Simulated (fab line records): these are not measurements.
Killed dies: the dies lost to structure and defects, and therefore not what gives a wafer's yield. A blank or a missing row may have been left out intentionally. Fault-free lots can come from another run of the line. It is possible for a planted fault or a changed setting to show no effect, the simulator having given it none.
fab line records	flow berkeley-cmos170	part 1 of 2: steps 1 to 23 of 33
record: lots: 5	wafers: 15	last-day: 12
route steps=331 shown M2@286 V2@292 M3@309
lots with no fault: from the same line, run without faults
start-h: hours from the record's first day to the start of the lot's first wafer shown	wait-h: time in hours since the lot's previous step	" as in the row above	L1.1+2: a single row standing in for several wafers	- no value present, or no start provided	* or withheld: withheld	< > ~ a bound
route shown NAME@n: NAME is a module with steps in the file, n the number in the route of the first one	usual: mean/standard deviation taken from wafers without a fault	same: alike in all rows	chamber/n: place in a boat	sites: per-site readings	_std_site: how widely they spread, as a standard deviation	_edge_site: mean of outer sites minus mean of inner sites	radius-mm: how far each site lies from the wafer's centre	mask NAME#n: copy n	behind: tool/chamber where the wafer was last shaped	hold: what put the lot on hold/how long, in hours/how the hold closed	device: the transistor (n, p or np) that didn't switch	end of line: the same wafers' tests at the end of the route	a step without rows: its recipe alone	killed: not the wafer's yield, but the dies lost to structure and defects at the first sort	map: a wafer's dies, marking killed ones x, the rest . and places with no die _
set.NAME: the setting that was run; set.NAME@STEP: the one run at that earlier step	model.NAME: the simulator's own value behind a step, which no gauge read
certain route steps with their lots: each step a table, each wafer a row
services: from which hour (start-h, from the record's first day; less than 0 if before it) a tool's chamber was out of use, for how many hours, and why
== steps ==
step: UCB170_M2_CD_MEAS_15
recipe: target-cd-nm: 700
usual: cd-nm: 700.2/1.4
lot.wafer	tool	chamber	start-h	wait-h	cd-nm
L077.3	cd-sem-02	-	173.72	-	701.3
L077.4	"	-	"	"	701.4
L077.6	"	-	"	"	702.1
L087.4	cd-sem-02	-	233.63	-	702.2
L087.5	"	-	"	"	700.9
L087.6	"	-	"	"	700.6
L096.1	cd-sem-01	-	269.01	-	702.0
L096.5	"	-	"	"	701.5
L096.6	"	-	"	"	699.5
L095.2	cd-sem-02	-	273.17	-	701.8
L095.4	"	-	"	"	700.8
L095.6	"	-	"	"	700.4
L097.1	cd-sem-01	-	273.42	-	700.8
L097.4	"	-	"	"	701.6
L097.5	"	-	"	"	701.8
step: UCB170_M2_OVL_MEAS_16
usual: M2_OVL: 1/6
lot.wafer	tool	chamber	start-h	wait-h	M2_OVL[nm]
L077.3	overlay-01	-	173.81	0.1	11
L077.4	"	-	"	"	-3
L077.6	"	-	"	"	-2
L087.4	overlay-02	-	233.71	0.1	-6
L087.5	"	-	"	"	0
L087.6	"	-	"	"	1
L096.1	overlay-01	-	269.13	0.1	15
L096.5	"	-	"	"	15
L096.6	"	-	"	"	8
L095.2	overlay-01	-	273.27	0.1	-2
L095.4	"	-	"	"	-3
L095.6	"	-	"	"	-9
L097.1	overlay-01	-	273.54	0.1	-4
L097.4	"	-	"	"	-11
L097.5	"	-	"	"	0
step: UCB170_M2_ETCH_17
recipe: chemistry: N2/H2	target-depth-a: withheld	overetch-a: withheld	target: BARC	time-s: withheld	source-w: 500	bias-w: 100	pressure-mtorr: 30	n2-flow-sccm: 100	h2-flow-sccm: 200
usual: bias-w: 100.0/0.31	drypump-motor-current-A: 5.5/0.31	oes-product-au: 1.001/0.014	throttle-valve-pct: 13.21/0.17
lot.wafer	tool	chamber	start-h	wait-h	bias-w	drypump-motor-current-A	oes-product-au	throttle-valve-pct
L077.3	rie-diel-01	3	173.84	0.0	100.2	5.3	0.991	13.28
L077.4	"	1	"	"	100.0	5.3	0.993	12.98
L077.6	"	3	"	"	99.7	5.3	0.990	13.27
L087.4	rie-diel-01	3	233.75	0.0	100.5	5.3	1.002	13.30
L087.5	"	0	"	"	100.0	5.9	0.993	13.03
L087.6	"	1	"	"	99.9	5.3	0.980	12.97
L096.1	rie-diel-01	1	269.16	0.0	99.9	5.3	0.985	12.97
L096.5	"	3	"	"	99.9	5.4	0.977	13.30
L096.6	"	2	"	"	100.6	5.7	1.012	13.45
L095.2	rie-diel-01	1	273.30	0.0	100.0	5.3	0.989	12.96
L095.4	"	2	"	"	100.2	5.7	1.006	13.43
L095.6	"	3	"	"	100.5	5.4	0.985	13.29
L097.1	rie-diel-01	2	273.58	0.0	100.0	5.7	1.017	13.43
L097.4	"	1	"	"	100.3	5.3	0.996	12.97
L097.5	"	0	"	"	100.1	5.9	1.006	13.03
step: UCB170_M2_METAL_ETCH_18
recipe: chemistry: Cl2/BCl3	target: Al	stop-on: SiO2	pressure-mtorr: 12	target-depth-a: 11700	over-etch-frac: 0.3	time-s: 195	icp-w: 600	bias-w: 120	Cl2_flow_sccm: 90	bcl3-flow-sccm: 45
usual: bias-w: 120.0/0.36	drypump-motor-current-A: 6.10/0.29	oes-product-au: 0.844/0.011	throttle-valve-pct: 24.41/0.16
lot.wafer	tool	chamber	start-h	wait-h	bias-w	drypump-motor-current-A	oes-product-au	rf-hours-counter-h	throttle-valve-pct
L077.3	rie-metal-02	1	173.94	-	120.4	5.93	0.858	-	24.61
L077.4	"	0	"	"	119.5	6.60	0.842	-	24.61
L077.6	"	0	"	"	119.2	6.61	0.833	-	24.61
L087.4	rie-metal-01	0	233.83	-	120.2	6.07	0.849	-	24.24
L087.5	"	1	"	"	120.1	6.24	0.846	-	24.36
L087.6	"	0	"	"	120.8	6.07	0.850	-	24.23
L096.1	rie-metal-02	1	269.20	-	120.8	5.96	0.861	13	24.62
L096.5	"	1	"	"	120.1	5.99	0.840	-	24.64
L096.6	"	0	"	"	119.7	6.61	0.838	-	24.60
L095.2	rie-metal-01	1	273.35	-	120.3	6.24	0.840	5	24.38
L095.4	"	0	"	"	120.0	6.08	0.849	-	24.23
L095.6	"	1	"	"	120.1	6.22	0.839	-	24.39
L097.1	rie-metal-02	1	273.62	-	120.4	6.05	0.856	13	24.61
L097.4	"	0	"	"	119.9	6.59	0.844	-	24.61
L097.5	"	0	"	"	119.8	6.60	0.834	-	24.60
step: UCB170_M2_STRIP_19
recipe: chemistry: O2	power-w: 400	pressure-mtorr: 3500	platen-temp-c: withheld	o2-flow-sccm: 400	overash-fraction: 0.5
usual: drypump-motor-current-A: 5.58/0.28	o2-flow-sccm: 400.1/1.2	oes-product-au: 0.541/0.012
lot.wafer	tool	chamber	start-h	wait-h	drypump-motor-current-A	o2-flow-sccm	oes-product-au	rf-hours-counter-h
L077.3	plasma-asher-02	1	174.10	0.1	5.93	399.0	0.535	-
L077.4	"	0	"	"	5.70	399.9	0.526	-
L077.6	"	1	"	"	5.93	399.0	0.519	-
L087.4	plasma-asher-04	1	233.99	0.1	5.17	400.3	0.537	-
L087.5	"	1	"	"	5.18	399.8	0.559	-
L087.6	"	0	"	"	5.46	398.2	0.535	-
L096.1	plasma-asher-04	1	269.39	0.1	5.20	400.0	0.547	52
L096.5	"	0	"	"	5.44	399.7	0.538	-
L096.6	"	1	"	"	5.18	401.4	0.533	-
L095.2	plasma-asher-02	0	273.53	0.1	5.70	399.7	0.569	60
L095.4	"	0	"	"	5.70	400.3	0.537	-
L095.6	"	0	"	"	5.68	399.8	0.555	-
L097.1	plasma-asher-02	0	273.81	0.1	5.69	400.7	0.541	61
L097.4	"	1	"	"	5.93	401.9	0.535	-
L097.5	"	1	"	"	5.93	400.7	0.527	-
step: UCB170_M2_CD_MEAS_90
recipe: target-cd-nm: 700
usual: cd-nm: 700.1/2.5
lot.wafer	tool	chamber	start-h	wait-h	cd-nm
L077.3	cd-sem-01	-	174.21	0.1	702.8
L077.4	"	-	"	"	699.4
L077.6	"	-	"	"	701.3
L087.4	cd-sem-02	-	234.11	0.1	701.2
L087.5	"	-	"	"	704.8
L087.6	"	-	"	"	702.9
L096.1	cd-sem-01	-	269.49	0.1	702.6
L096.5	"	-	"	"	697.2
L096.6	"	-	"	"	699.1
L095.2	cd-sem-02	-	273.65	0.1	702.5
L095.4	"	-	"	"	698.0
L095.6	"	-	"	"	698.9
L097.1	cd-sem-01	-	273.91	0.1	699.3
L097.4	"	-	"	"	704.6
L097.5	"	-	"	"	699.9
step: UCB170_V2_CVD_00
recipe: material: SiO2	target-thk-nm: 2000	temp-c: 390	precursor: TEOS/O2	time-s: 250	rf-w: 550	pressure-mtorr: 9000
usual: heater-power-w: 260/65	pressure-mtorr: 9000/20
lot.wafer	tool	chamber	start-h	wait-h	heater-power-w	pressure-mtorr
L077.3	pecvd-04	0	174.36	0.1	182	9013
L077.4	"	1	"	"	211	9017
L077.6	"	1	"	"	292	9023
L087.4	pecvd-03	2	234.25	0.1	304	9016
L087.5	"	1	"	"	171	9007
L087.6	"	0	"	"	418	8996
L096.1	pecvd-04	0	269.61	0.1	257	9017
L096.5	"	0	"	"	179	8985
L096.6	"	2	"	"	283	9034
L095.2	pecvd-04	1	273.75	0.1	309	9006
L095.4	"	1	"	"	218	8992
L095.6	"	2	"	"	386	8983
L097.1	pecvd-02	1	274.03	0.1	215	9014
L097.4	"	2	"	"	208	8979
L097.5	"	0	"	"	194	8986
step: UCB170_V2_THK_MEAS_01
recipe: reads: SiO2_of_V2_CVD_00
usual: V2_TEOS_THK: 2007/25
lot.wafer	tool	chamber	start-h	wait-h	V2_TEOS_THK[nm]
L077.3	film-metro-03	-	174.54	0.1	1988
L077.4	"	-	"	"	2000
L077.6	"	-	"	"	2045
L087.4	film-metro-03	-	234.36	0.0	1988
L087.5	"	-	"	"	2011
L087.6	"	-	"	"	2015
L096.1	film-metro-03	-	269.77	0.1	1944
L096.5	"	-	"	"	2007
L096.6	"	-	"	"	2004
L095.2	film-metro-04	-	273.92	0.1	2005
L095.4	"	-	"	"	2023
L095.6	"	-	"	"	2039
L097.1	film-metro-01	-	274.19	0.1	2006
L097.4	"	-	"	"	2038
L097.5	"	-	"	"	2026
step: UCB170_V2_CMP_02
recipe: material: SiO2	down-force-psi: 6	platen-rpm: 60	pad-velocity-m-s: 0.75398
usual: motor-current-A: 15.7/0.83	slurry-flow-ml-min: 150.1/0.46
lot.wafer	tool	chamber	start-h	wait-h	motor-current-A	slurry-flow-ml-min
L077.3	cmp-02	3	175.12	0.6	13.7	150.0
L077.4	"	0	"	"	16.1	150.1
L077.6	"	3	"	"	13.9	150.5
L087.4	cmp-02	3	234.49	0.1	14.9	150.1
L087.5	"	1	"	"	15.4	150.5
L087.6	"	2	"	"	15.5	149.4
L096.1	cmp-01	1	269.98	0.2	17.5	150.1
L096.6	"	2	"	"	16.1	150.2
L096.5	"	3	"	"	15.8	150.9
L095.2	cmp-01	1	273.97	0.0	15.7	149.6
L095.4	"	3	"	"	15.8	150.2
L095.6	"	1	"	"	16.0	149.8
L097.1	cmp-02	2	274.30	0.1	15.7	149.4
L097.4	"	0	"	"	15.3	149.4
L097.5	"	1	"	"	16.0	149.3
step: UCB170_V2_BOW_MEAS_03
recipe: mode: bow
usual: V2_BOW: 36/7.1
lot.wafer	tool	chamber	start-h	wait-h	V2_BOW[um]
L077.3	film-metro-01	-	175.46	0.3	34
L077.4	"	-	"	"	22
L077.6	"	-	"	"	19
L087.4	film-metro-01	-	234.75	0.2	39
L087.5	"	-	"	"	36
L087.6	"	-	"	"	27
L096.1	film-metro-01	-	270.13	0.1	40
L096.5	"	-	"	"	45
L096.6	"	-	"	"	35
L095.2	film-metro-03	-	274.29	0.3	44
L095.4	"	-	"	"	42
L095.6	"	-	"	"	47
L097.1	film-metro-01	-	274.55	0.2	37
L097.4	"	-	"	"	27
L097.5	"	-	"	"	42
step: UCB170_V2_THK_MEAS_04
recipe: reads: SiO2_of_V2_CVD_00
usual: V2_POLISHED_THK: 999.9/1
lot.wafer	tool	chamber	start-h	wait-h	V2_POLISHED_THK[nm]
L077.3	film-metro-01	-	175.56	0.1	1000.1
L077.4	"	-	"	"	1000.0
L077.6	"	-	"	"	1000.3
L087.4	film-metro-01	-	234.84	0.1	999.5
L087.5	"	-	"	"	998.7
L087.6	"	-	"	"	999.6
L096.1	film-metro-01	-	270.25	0.1	1000.5
L096.5	"	-	"	"	1002.2
L096.6	"	-	"	"	1001.3
L095.2	film-metro-03	-	274.40	0.1	999.9
L095.4	"	-	"	"	1000.6
L095.6	"	-	"	"	999.4
L097.1	film-metro-01	-	274.67	0.1	1000.4
L097.4	"	-	"	"	1000.3
L097.5	"	-	"	"	1000.0
step: UCB170_V2_CLEAN_05
recipe: chemistry: DIW
lot.wafer	tool	chamber	start-h	wait-h
L077.3+4+6	wet-bench-04	2	175.60	0.0
L087.4+5+6	wet-bench-04	0	234.87	0.0
L096.1+5+6	wet-bench-02	3	270.36	0.1
L095.2+4+6	wet-bench-04	0	274.45	0.0
L097.1+4+5	wet-bench-04	0	274.73	0.1
step: UCB170_V2_HMDS_06
recipe: prime-time-s: 60	prime-temp-c: 100
usual: exhaust-pa: 44.9/0.84	prime-temp-c: 99.98/0.15
lot.wafer	tool	chamber	start-h	wait-h	exhaust-pa	prime-temp-c
L077.3	litho-track-02	0	176.31	0.5	47.2	99.77
L077.4	"	0	"	"	46.0	100.00
L077.6	"	0	"	"	46.1	100.13
L087.4	litho-track-02	0	235.12	0.1	46.2	100.16
L087.5	"	0	"	"	45.1	100.08
L087.6	"	0	"	"	45.4	99.97
L096.1	litho-track-03	0	270.71	0.0	44.2	100.15
L096.5	"	0	"	"	43.1	99.80
L096.6	"	0	"	"	43.8	99.92
L095.2	litho-track-03	0	274.96	0.3	46.6	99.72
L095.4	"	0	"	"	43.5	99.88
L095.6	"	0	"	"	44.2	99.94
L097.1	litho-track-02	0	275.12	0.2	43.8	100.01
L097.4	"	0	"	"	45.1	100.13
L097.5	"	0	"	"	44.2	99.97
step: UCB170_V2_COAT_07
recipe: resist: KrF	spin-rpm: 1500	resist-thk-nm: 900
usual: exhaust-pa: 45.0/1
lot.wafer	tool	chamber	start-h	wait-h	exhaust-pa
L077.3	litho-track-02	0	176.46	0.1	43.6
L077.4	"	0	"	"	44.1
L077.6	"	0	"	"	44.6
L087.4	litho-track-02	0	235.27	0.1	45.0
L087.5	"	0	"	"	46.1
L087.6	"	0	"	"	46.8
L096.1	litho-track-03	0	270.86	0.1	46.1
L096.5	"	0	"	"	45.9
L096.6	"	0	"	"	45.8
L095.2	litho-track-03	0	275.11	0.1	43.5
L095.4	"	0	"	"	44.3
L095.6	"	0	"	"	46.4
L097.1	litho-track-02	0	275.27	0.1	44.4
L097.4	"	0	"	"	44.9
L097.5	"	0	"	"	46.3
step: UCB170_V2_SOFTBAKE_08
recipe: resist: KrF	temp-c: 130	time-s: 60
usual: exhaust-pa: 45.0/0.9
lot.wafer	tool	chamber	start-h	wait-h	exhaust-pa
L077.3	litho-track-02	0	176.61	0.1	45.7
L077.4	"	0	"	"	46.3
L077.6	"	0	"	"	46.6
L087.4	litho-track-02	0	235.42	0.1	44.2
L087.5	"	0	"	"	43.8
L087.6	"	0	"	"	43.1
L096.1	litho-track-03	0	271.01	0.1	44.6
L096.5	"	0	"	"	44.7
L096.6	"	0	"	"	45.3
L095.2	litho-track-03	0	275.26	0.1	46.4
L095.4	"	0	"	"	46.5
L095.6	"	0	"	"	46.2
L097.1	litho-track-02	0	275.42	0.1	44.5
L097.4	"	0	"	"	44.4
L097.5	"	0	"	"	44.0
step: UCB170_V2_EXPOSE_09
recipe: mask-id: VIA2	target-cd-nm: 700	na: 0.5	sigma-outer: 0.6	source-shape: conventional	dose-mj: 37
usual: stage-vel-mm-s: 500.01/0.22
lot.wafer	tool	chamber	start-h	wait-h	mask	stage-vel-mm-s
L077.3	krf-scanner-01	0	176.75	0.1	VIA2#0	500.34
L077.4	"	0	"	"	VIA2#0	499.93
L077.6	"	0	"	"	VIA2#0	500.32
L087.4	krf-scanner-02	0	235.68	0.2	VIA2#0	499.78
L087.5	"	0	"	"	VIA2#0	500.01
L087.6	"	0	"	"	VIA2#0	499.89
L096.1	krf-scanner-01	0	271.16	0.1	VIA2#0	500.55
L096.5	"	0	"	"	VIA2#0	500.27
L096.6	"	0	"	"	VIA2#0	500.07
L095.2	krf-scanner-02	0	275.53	0.2	VIA2#0	500.00
L095.4	"	0	"	"	VIA2#0	500.18
L095.6	"	0	"	"	VIA2#0	500.14
L097.1	krf-scanner-02	0	275.63	0.2	VIA2#0	500.29
L097.4	"	0	"	"	VIA2#0	499.71
L097.5	"	0	"	"	VIA2#0	499.69
step: UCB170_V2_PEB_10
recipe: peb-temp-c: 130	peb-time-s: withheld	resist: KrF
usual: exhaust-pa: 44.9/0.79
lot.wafer	tool	chamber	start-h	wait-h	exhaust-pa
L077.3	litho-track-01	0	177.65	0.9	45.2
L077.4	"	0	"	"	44.9
L077.6	"	0	"	"	44.8
L087.4	litho-track-03	0	236.01	0.3	43.6
L087.5	"	0	"	"	44.0
L087.6	"	0	"	"	44.4
L096.1	litho-track-02	0	271.42	0.2	44.5
L096.5	"	0	"	"	44.8
L096.6	"	0	"	"	45.7
L095.2	litho-track-03	0	275.68	0.1	45.5
L095.4	"	0	"	"	44.2
L095.6	"	0	"	"	44.6
L097.1	litho-track-03	0	275.93	0.3	46.2
L097.4	"	0	"	"	45.2
L097.5	"	0	"	"	45.8
step: UCB170_V2_DEVELOP_11
recipe: developer: TMAH	develop-time-s: 45	resist: KrF	dev-temp-c: 21
usual: developer-temp-C: 21.02/0.1	exhaust-pa: 44.8/0.94
lot.wafer	tool	chamber	start-h	wait-h	developer-temp-C	exhaust-pa
L077.3	litho-track-01	0	-	-	20.90	45.1
L077.4	"	0	"	"	20.98	45.1
L077.6	"	0	"	"	20.90	45.2
L087.4	litho-track-03	0	-	-	20.84	43.9
L087.5	"	0	"	"	20.90	46.1
L087.6	"	0	"	"	20.87	44.3
L096.1	litho-track-02	0	-	-	21.07	45.7
L096.5	"	0	"	"	21.12	45.2
L096.6	"	0	"	"	21.09	45.1
L095.2	litho-track-03	0	-	-	21.01	45.2
L095.4	"	0	"	"	20.96	46.6
L095.6	"	0	"	"	20.94	45.4
L097.1	litho-track-03	0	-	-	20.93	42.6
L097.4	"	0	"	"	20.92	43.9
L097.5	"	0	"	"	20.97	43.0
step: UCB170_V2_CD_MEAS_12
recipe: target-cd-nm: 700
usual: cd-nm: 699.9/1.2
lot.wafer	tool	chamber	start-h	wait-h	cd-nm
L077.3	cd-sem-02	-	177.98	-	701.2
L077.4	"	-	"	"	700.6
L077.6	"	-	"	"	700.9
L087.4	cd-sem-02	-	236.27	-	701.2
L087.5	"	-	"	"	701.1
L087.6	"	-	"	"	699.2
L096.1	cd-sem-02	-	271.70	-	699.9
L096.5	"	-	"	"	699.0
L096.6	"	-	"	"	699.3
L095.2	cd-sem-01	-	275.95	-	698.6
L095.4	"	-	"	"	699.5
L095.6	"	-	"	"	698.3
L097.1	cd-sem-02	-	276.21	-	700.0
L097.4	"	-	"	"	701.0
L097.5	"	-	"	"	699.4
step: UCB170_V2_OVL_MEAS_13
usual: V2_OVL: -2/5.9
lot.wafer	tool	chamber	start-h	wait-h	V2_OVL[nm]
L077.3	overlay-02	-	178.07	0.1	-6
L077.4	"	-	"	"	4
L077.6	"	-	"	"	-5
L087.4	overlay-02	-	236.35	0.1	-2
L087.5	"	-	"	"	-1
L087.6	"	-	"	"	-1
L096.1	overlay-01	-	271.82	0.1	9
L096.5	"	-	"	"	6
L096.6	"	-	"	"	4
L095.2	overlay-02	-	276.06	0.1	5
L095.4	"	-	"	"	10
L095.6	"	-	"	"	7
L097.1	overlay-01	-	276.33	0.1	-5
L097.4	"	-	"	"	-1
L097.5	"	-	"	"	-11
step: UCB170_V2_ETCH_14
recipe: chemistry: CHF3/CF4/Ar	target: SiO2	stop-on: Al	CHF3_flow_sccm: 45	cf4-flow-sccm: 15	Ar_flow_sccm: 150	pressure-mtorr: 200	rf-w: 700	target-depth-a: 12500	over-etch-frac: 0.25	time-s: 291
usual: CHF3_flow_sccm: 45.02/0.12	cf4-flow-sccm: 15.00/0.043	drypump-motor-current-A: 5.5/0.44	oes-product-au: 0.868/0.013	throttle-valve-pct: 6.91/0.13
lot.wafer	tool	chamber	start-h	wait-h	CHF3_flow_sccm	cf4-flow-sccm	drypump-motor-current-A	oes-product-au	rf-hours-counter-h	throttle-valve-pct
L077.3	rie-diel-04	1	178.10	0.0	45.00	14.96	5.3	0.848	121	7.02
L077.4	"	3	"	"	45.15	14.99	5.2	0.865	1	6.97
L077.6	"	3	"	"	45.17	14.91	5.2	0.866	-	6.96
L087.4	rie-diel-01	1	236.45	0.1	44.95	14.97	5.3	0.875	-	6.72
L087.5	"	0	"	"	45.10	15.05	5.9	0.876	-	6.73
L087.6	"	3	"	"	44.92	15.07	5.4	0.846	-	6.89
L096.1	rie-diel-02	1	271.86	0.0	45.07	14.99	5.4	0.873	122	6.93
L096.5	"	1	"	"	45.22	15.04	5.4	0.878	-	6.93
L096.6	"	3	"	"	44.94	15.03	5.5	0.888	-	6.85
L095.2	rie-diel-02	3	276.09	0.0	45.13	15.07	5.5	0.882	2	6.88
L095.4	"	0	"	"	44.98	14.98	5.1	0.879	91	6.82
L095.6	"	2	"	"	44.95	14.97	6.0	0.866	-	6.97
L097.1	rie-diel-01	1	276.36	0.0	44.90	15.00	5.3	0.867	23	6.70
L097.4	"	0	"	"	45.04	14.94	5.9	0.882	11	6.74
L097.5	"	1	"	"	44.89	14.97	5.3	0.864	-	6.72
step: UCB170_V2_STRIP_15
recipe: chemistry: O2	power-w: 400	pressure-mtorr: 3500	platen-temp-c: withheld	o2-flow-sccm: 400	overash-fraction: 0.5
usual: drypump-motor-current-A: 5.6/0.43	o2-flow-sccm: 400.0/1.2	oes-product-au: 0.722/0.0046	strip-time-to-endpoint-s: 15.29/0.1
lot.wafer	tool	chamber	start-h	wait-h	drypump-motor-current-A	o2-flow-sccm	oes-product-au	rf-hours-counter-h	strip-time-to-endpoint-s
L077.3	plasma-asher-02	1	178.31	0.1	5.9	400.2	0.724	-	15.29
L077.4	"	0	"	"	5.7	397.9	0.731	-	15.25
L077.6	"	0	"	"	5.7	400.9	0.722	-	15.20
L087.4	plasma-asher-02	0	236.58	0.0	5.7	401.4	0.723	-	15.38
L087.5	"	0	"	"	5.7	402.7	0.719	-	15.41
L087.6	"	1	"	"	5.9	399.4	0.726	-	15.19
L096.1	plasma-asher-01	1	272.03	0.1	6.3	399.5	0.729	18	15.13
L096.5	"	0	"	"	5.1	398.5	0.723	-	15.15
L096.6	"	1	"	"	6.2	398.3	0.717	-	15.15
L095.2	plasma-asher-01	1	276.27	0.1	6.2	398.3	0.722	19	15.11
L095.4	"	0	"	"	5.1	399.1	0.718	-	15.21
L095.6	"	0	"	"	5.1	398.9	0.720	-	15.16
L097.1	plasma-asher-02	1	276.54	0.1	5.9	400.2	0.728	61	15.34
L097.4	"	0	"	"	5.6	401.1	0.715	-	15.30
L097.5	"	0	"	"	5.7	400.2	0.723	-	15.33
step: UCB170_V2_CD_MEAS_90
recipe: target-cd-nm: 700
usual: cd-nm: 700.0/1.2
lot.wafer	tool	chamber	start-h	wait-h	cd-nm
L077.3	cd-sem-02	-	178.42	0.1	700.7
L077.4	"	-	"	"	700.0
L077.6	"	-	"	"	700.3
L087.4	cd-sem-01	-	236.70	0.1	701.8
L087.5	"	-	"	"	700.1
L087.6	"	-	"	"	699.6
L096.1	cd-sem-01	-	272.13	0.1	699.9
L096.5	"	-	"	"	699.3
L096.6	"	-	"	"	699.8
L095.2	cd-sem-02	-	276.39	0.1	698.4
L095.4	"	-	"	"	699.1
L095.6	"	-	"	"	698.5
L097.1	cd-sem-02	-	276.64	0.1	700.0
L097.4	"	-	"	"	700.7
L097.5	"	-	"	"	699.3
